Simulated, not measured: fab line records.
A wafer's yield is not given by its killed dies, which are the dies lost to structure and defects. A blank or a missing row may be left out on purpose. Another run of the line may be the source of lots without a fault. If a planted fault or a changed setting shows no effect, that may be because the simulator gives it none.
One fault through the eyes of 2 desks || flow berkeley-cmos170 || each desk has only its own numbers; what lay behind them comes last

== FROM THE METROLOGY DESK ==
Lot by lot, what the gauges showed, no matter which tool ran the lot: averages of those sampled wafers that carry a number. The brackets show how far a lot's mean lies from the usual mean; more than 4 standard deviations puts the lot out of limits, marked OUT.
Columns: A = NWELL_NITRIDE_THK at UCB170_NWELL_THK_MEAS_05, usual 223.7 nm
{"lot": "L441", "first seen here": "day 2 11:14", "A": 218.3}
{"lot": "L443", "first seen here": "day 2 23:46", "A": 220.3}
{"lot": "L444", "first seen here": "day 2 23:46", "A": 226.0}
{"lot": "L446", "first seen here": "day 3 08:53", "A": 221.9}
{"lot": "L445", "first seen here": "day 3 08:53", "A": 222.2}
{"lot": "L447", "first seen here": "day 3 15:32", "A": 224.4}
{"lot": "L448", "first seen here": "day 3 22:55", "A": 221.8}
{"lot": "L449", "first seen here": "day 4 03:25", "A": 225.4}
{"lot": "L450", "first seen here": "day 4 07:16", "A": 224.8}
{"lot": "L451", "first seen here": "day 4 13:14", "A": "213.4 (-4.7) OUT"}
{"lot": "L452", "first seen here": "day 4 15:59", "A": "213.3 (-4.7) OUT"}
{"lot": "L453", "first seen here": "day 4 15:59", "A": "214.4 (-4.2) OUT"}
{"lot": "L455", "first seen here": "day 5 06:15", "A": 223.2}
{"lot": "L454", "first seen here": "day 5 06:19", "A": 220.6}
{"lot": "L464", "first seen here": "day 7 09:08", "A": 225.8}
This desk's finding: out of limits on L451, L452, L453; first on L451, day 4 13:14 (NWELL_NITRIDE_THK at UCB170_NWELL_THK_MEAS_05). L441, L443, L444, L446, L445, L447, L448, L449, L450, L455, L454, L464: within limits.

== THE TOOL OWNER'S DESK: lpcvd-02 ==
The tool's own readings at UCB170_NWELL_CVD_04 (deposits Si3N4 from SiH2Cl2/NH3, target thk 224 nm, time 3360 s): means of the sampled wafers that have a number, for each lot that ran on this tool. The brackets show how far a lot's mean lies from the usual mean; more than 4 standard deviations puts the lot out of limits, marked OUT.
Columns: A = sih2cl2-flow-sccm at UCB170_NWELL_CVD_04, usual 24.99 sccm; B = spike-tc-source-C at UCB170_NWELL_CVD_04, usual 822.4 C; C = susceptor-temp-C at UCB170_NWELL_CVD_04, usual 800.0 C; D = zone-power-load-pct at UCB170_NWELL_CVD_04, usual 20.1 %
{"lot": "L441", "first seen here": "day 2 09:17", "A": 24.97, "B": 821.0, "C": 800.4, "D": 19.7}
{"lot": "L443", "first seen here": "day 2 21:49", "A": 24.97, "B": 819.1, "C": 800.4, "D": 19.6}
{"lot": "L444", "first seen here": "day 2 21:49", "A": 24.99, "B": 823.4, "C": 800.3, "D": 22.2}
{"lot": "L445", "first seen here": "day 3 06:57", "A": 25.11, "B": 823.0, "C": 799.9, "D": 22.0}
{"lot": "L446", "first seen here": "day 3 06:57", "A": 25.00, "B": 820.9, "C": 799.9, "D": 19.5}
{"lot": "L449", "first seen here": "day 4 01:29", "A": 24.92, "B": 823.6, "C": 799.6, "D": 22.0}
{"lot": "L450", "first seen here": "day 4 05:20", "A": 24.98, "B": 823.3, "C": 800.6, "D": 22.1}
{"lot": "L451", "first seen here": "day 4 11:17", "A": "19.92 (-63) OUT", "B": 820.6, "C": 800.1, "D": 19.4}
{"lot": "L452", "first seen here": "day 4 14:02", "A": "19.99 (-62) OUT", "B": 820.9, "C": 800.2, "D": 19.3}
{"lot": "L453", "first seen here": "day 4 14:02", "A": "20.04 (-61) OUT", "B": 823.3, "C": 800.2, "D": 21.9}
Finding of this desk: L451, L452, L453 out of limits; the first was L451 at day 4 11:17, on sih2cl2-flow-sccm at UCB170_NWELL_CVD_04. L441, L443, L444, L445, L446, L449, L450: within limits.

== TAKEN TOGETHER ==
At day 4 11:17, on L451, L452, L453, the tool owner's desk was in a position to raise an alarm.
L451, L452, L453 would have let the metrology desk raise an alarm at day 4 13:14.
On lpcvd-02, each named lot ran UCB170_NWELL_CVD_04.

== WHAT THE SIMULATOR HAD INSERTED ==
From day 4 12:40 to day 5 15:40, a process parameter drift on lpcvd-02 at UCB170_NWELL_CVD_04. A move of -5 in setting sih2cl2-flow-sccm, from 25. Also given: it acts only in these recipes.
Struck lots among those shown: L451, L452, L453.
